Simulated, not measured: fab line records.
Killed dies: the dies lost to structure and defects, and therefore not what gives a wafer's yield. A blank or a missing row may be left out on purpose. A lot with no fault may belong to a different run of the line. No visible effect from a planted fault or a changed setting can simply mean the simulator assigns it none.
Which of the tools did it?    flow rit_cmos    Sampling: 15 lots, 45 wafers, 6 of 202 route steps

## WHAT THE GAUGES SHOWED, per wafer
RIT_ACTIVE_THK_MEAS_04.
lot   measured     on             ACTIVE_NITRIDE_THK (nm)
L858  day 1 13:59  film_metro-03  149.7 149.5 149.3
L859  day 1 18:32  film_metro-03  148.8 148.7 150.0
L862  day 2 09:32  film_metro-04  149.1 150.4 149.5
L863  day 2 14:32  film_metro-04  146.0 147.7 147.5
L865  day 3 01:14  film_metro-03  149.9 151.9 151.1
L867  day 3 11:05  film_metro-03  149.2 149.4 148.6
L868  day 3 15:32  film_metro-04  147.2 147.4 147.7
L869  day 3 20:32  film_metro-02  149.1 149.5 149.8
L870  day 4 01:32  film_metro-03  147.8 148.5 148.2
L871  day 4 06:32  film_metro-04  148.7 148.8 148.3
L872  day 4 11:32  film_metro-02  147.4 147.6 147.4
L873  day 4 16:32  film_metro-04  150.7 150.7 148.8
L878  day 5 17:32  film_metro-02  124.1 122.8 122.7 123.9 122.9 122.6
L880  day 6 03:32  film_metro-03  123.8 121.8 121.5 123.8 121.8 121.6
L881  day 6 08:33  film_metro-02  126.7 126.1 126.9 126.7 126.1 126.8

RIT_PWELL_TW_MEAS_10.
lot   measured     on             PWELL_TW
L858  day 2 00:16  film_metro-01  951 955 953
L859  day 2 03:40  film_metro-02  937 934 935
L862  day 2 19:25  film_metro-01  950 949 951
L863  day 3 01:00  film_metro-02  947 943 945
L865  day 3 10:46  film_metro-01  938 936 935
L867  day 3 20:24  film_metro-01  934 934 934
L868  day 4 00:35  film_metro-03  946 944 953
L869  day 4 05:41  film_metro-01  949 942 946
L870  day 4 10:46  film_metro-02  942 946 946
L871  day 4 15:30  film_metro-03  949 950 948
L872  day 4 20:53  film_metro-01  941 944 943
L873  day 5 02:10  film_metro-03  949 954 946
L878  day 6 09:37  film_metro-01  952 950 953
L880  day 6 17:52  film_metro-01  950 951 953
L881  day 7 01:10  film_metro-01  946 941 943

RIT_WELLDRIVE_RS_MEAS_02: the measuring method here is four-point-probe.
lot   measured     on             PWELL_RS (ohm/sq)
L858  day 2 06:08  film_metro-02  430.0 429.2 428.7
L859  day 2 09:17  film_metro-03  430.3 431.3 431.2
L862  day 3 01:51  film_metro-02  429.7 430.1 429.7
L863  day 3 06:16  film_metro-03  429.7 429.0 430.2
L865  day 3 16:02  film_metro-01  427.1 427.7 427.0
L867  day 4 01:40  film_metro-02  432.3 430.7 430.9
L868  day 4 06:02  film_metro-02  430.7 431.1 430.6
L869  day 4 11:07  film_metro-01  429.9 430.0 428.4
L870  day 4 16:02  film_metro-02  432.2 432.6 432.3
L871  day 4 21:08  film_metro-02  430.6 427.5 429.8
L872  day 5 02:13  film_metro-01  431.0 429.6 430.7
L873  day 5 07:26  film_metro-01  431.5 429.8 429.2
L878  day 6 15:07  film_metro-03  430.2 429.9 430.1
L880  day 6 23:17  film_metro-03  429.9 428.2 428.4
L881  day 7 07:29  film_metro-02  428.8 428.5 429.2

## WHAT TOOL EACH LOT RAN ON (gives the tool, then ch and the chambers of the sampled wafers, and finally the start)
lot   RIT_ACTIVE_CVD_03           RIT_ACTIVE_ETCH_13                 RIT_NWELL_STRIP_09
L858  lpcvd-02 ch 1, day 1 12:35  rie_diel-02 ch 0,1,2, day 1 15:23  plasma_asher-01 ch 0,1, day 1 22:25
L859  lpcvd-01 ch 1, day 1 17:07  rie_diel-04 ch 1,2,3, day 1 19:56  plasma_asher-04 ch 0,1, day 2 01:56
L862  lpcvd-02 ch 0, day 2 08:07  rie_diel-02 ch 0,2,3, day 2 10:43  plasma_asher-02 ch 0,1, day 2 17:41
L863  lpcvd-01 ch 0, day 2 13:07  rie_diel-02 ch 0,1,3, day 2 15:50  plasma_asher-04 ch 0,1, day 2 23:09
L865  lpcvd-02 ch 0, day 2 23:07  rie_diel-04 ch 1,2,3, day 3 02:33  plasma_asher-01 ch 0,1, day 3 08:51
L867  lpcvd-02 ch 1, day 3 09:40  rie_diel-04 ch 1,2,3, day 3 12:23  plasma_asher-02 ch 0, day 3 18:40
L868  lpcvd-02 ch 0, day 3 14:07  rie_diel-02 ch 0,1,2, day 3 16:50  plasma_asher-02 ch 0,1, day 3 22:51
L869  lpcvd-01 ch 1, day 3 19:07  rie_diel-02 ch 0,2, day 3 21:50    plasma_asher-04 ch 0,1, day 4 03:41
L870  lpcvd-01 ch 0, day 4 00:07  rie_diel-03 ch 0,1,3, day 4 02:43  plasma_asher-02 ch 0,1, day 4 09:02
L871  lpcvd-02 ch 1, day 4 05:07  rie_diel-04 ch 0,1, day 4 07:43    plasma_asher-04 ch 0,1, day 4 13:46
L872  lpcvd-01 ch 0, day 4 10:07  rie_diel-04 ch 1,3, day 4 12:43    plasma_asher-01 ch 0,1, day 4 19:02
L873  lpcvd-01 ch 0, day 4 15:07  rie_diel-03 ch 0,1,3, day 4 17:50  plasma_asher-04 ch 1, day 5 00:27
L878  lpcvd-02 ch 0, day 5 16:07  rie_diel-04 ch 1,2, day 5 22:53    plasma_asher-04 ch 0,1, day 6 07:37
L880  lpcvd-02 ch 0, day 6 02:07  rie_diel-03 ch 0,1,2, day 6 06:52  plasma_asher-02 ch 0, day 6 15:58
L881  lpcvd-02 ch 0, day 6 07:07  rie_diel-03 ch 0,2,3, day 6 13:20  plasma_asher-04 ch 0,1, day 6 23:10
- RIT_ACTIVE_CVD_03: deposits Si3N4 from SiH2Cl2/NH3, target thk 150 nm, time 1500 s.
- RIT_ACTIVE_ETCH_13: etches Si3N4 in SF6, stops on SiO2, time 210 s, target depth 210 nm.
- RIT_NWELL_STRIP_09: strips in O2, time 180 s.

## WHAT THE TOOLS THEMSELVES READ (means of the sampled wafers that have a number; where no wafer has one, the mark that the record gives instead)
RIT_ACTIVE_ETCH_13.
lot   tool         drypump_motor_current_A (A)  oes_product_au (a.u.)  throttle_valve_pct (%)
L858  rie_diel-02  5.3                          0.811                  7.51
L859  rie_diel-04  5.8                          0.807                  7.58
L862  rie_diel-02  5.6                          0.812                  7.58
L863  rie_diel-02  5.4                          0.810                  7.56
L865  rie_diel-04  5.8                          0.814                  7.58
L867  rie_diel-04  5.8                          0.814                  7.59
L868  rie_diel-02  5.3                          0.807                  7.51
L869  rie_diel-02  5.4                          0.801                  7.53
L870  rie_diel-03  5.8                          0.804                  7.48
L871  rie_diel-04  5.9                          0.805                  7.50
L872  rie_diel-04  5.6                          0.811                  7.52
L873  rie_diel-03  5.7                          0.812                  7.48
L878  rie_diel-04  6.0                          0.722                  7.58
L880  rie_diel-03  5.8                          0.736                  7.50
L881  rie_diel-03  5.7                          0.745                  7.51

RIT_NWELL_STRIP_09.
lot   tool             drypump_motor_current_A (A)
L858  plasma_asher-01  5.9
L859  plasma_asher-04  5.3
L862  plasma_asher-02  5.6
L863  plasma_asher-04  5.2
L865  plasma_asher-01  5.9
L867  plasma_asher-02  5.6
L868  plasma_asher-02  5.6
L869  plasma_asher-04  5.1
L870  plasma_asher-02  5.5
L871  plasma_asher-04  5.3
L872  plasma_asher-01  5.9
L873  plasma_asher-04  5.0
L878  plasma_asher-04  5.3
L880  plasma_asher-02  5.6
L881  plasma_asher-04  5.3

## THE ANSWER, worked out from the rows above alone
Rule: what is usual is taken from the lots themselves. The widest of any qualifying gaps counts: lots, ordered by their means at a reading, are off when they make up no more than a third of the lots, leave a main group of 4 or more, and stand apart from it by 3 or more times the standard deviation of that group's means. A main group whose means are all the same, to the digits that the tables above print for the reading, isn't used. Also off: a lot with no number at a reading for which 4 or more lots have one. Where the step has rows for the other lots, those lots are counted as sound. After the gauges, taken in route order, come the tools' own readings; for these a lot's mean is taken, as printed above. The first step at which some lot is off is used, and at that step the reading that is off furthest; a lot without a number counts as furthest.
Off: at RIT_ACTIVE_THK_MEAS_04 (ACTIVE_NITRIDE_THK), L878, L880, L881. Main group: mean 148.9 nm, sd 1.1.
A tool fits if, at a process step before that reading, it ran every lot that is off, and no sound lot after the first of them. Not tried: the gauges at RIT_ACTIVE_THK_MEAS_04; whatever is off there is also off at RIT_ACTIVE_ETCH_13, on other tools, and gauge error can't account for it. One candidate fits, namely lpcvd-02 at RIT_ACTIVE_CVD_03. A fault onset in the window from L871 (day 4 05:07, its last sound lot) to L878 (day 5 16:07, its first lot off) fits.

## WHAT THE SIMULATOR PUT IN
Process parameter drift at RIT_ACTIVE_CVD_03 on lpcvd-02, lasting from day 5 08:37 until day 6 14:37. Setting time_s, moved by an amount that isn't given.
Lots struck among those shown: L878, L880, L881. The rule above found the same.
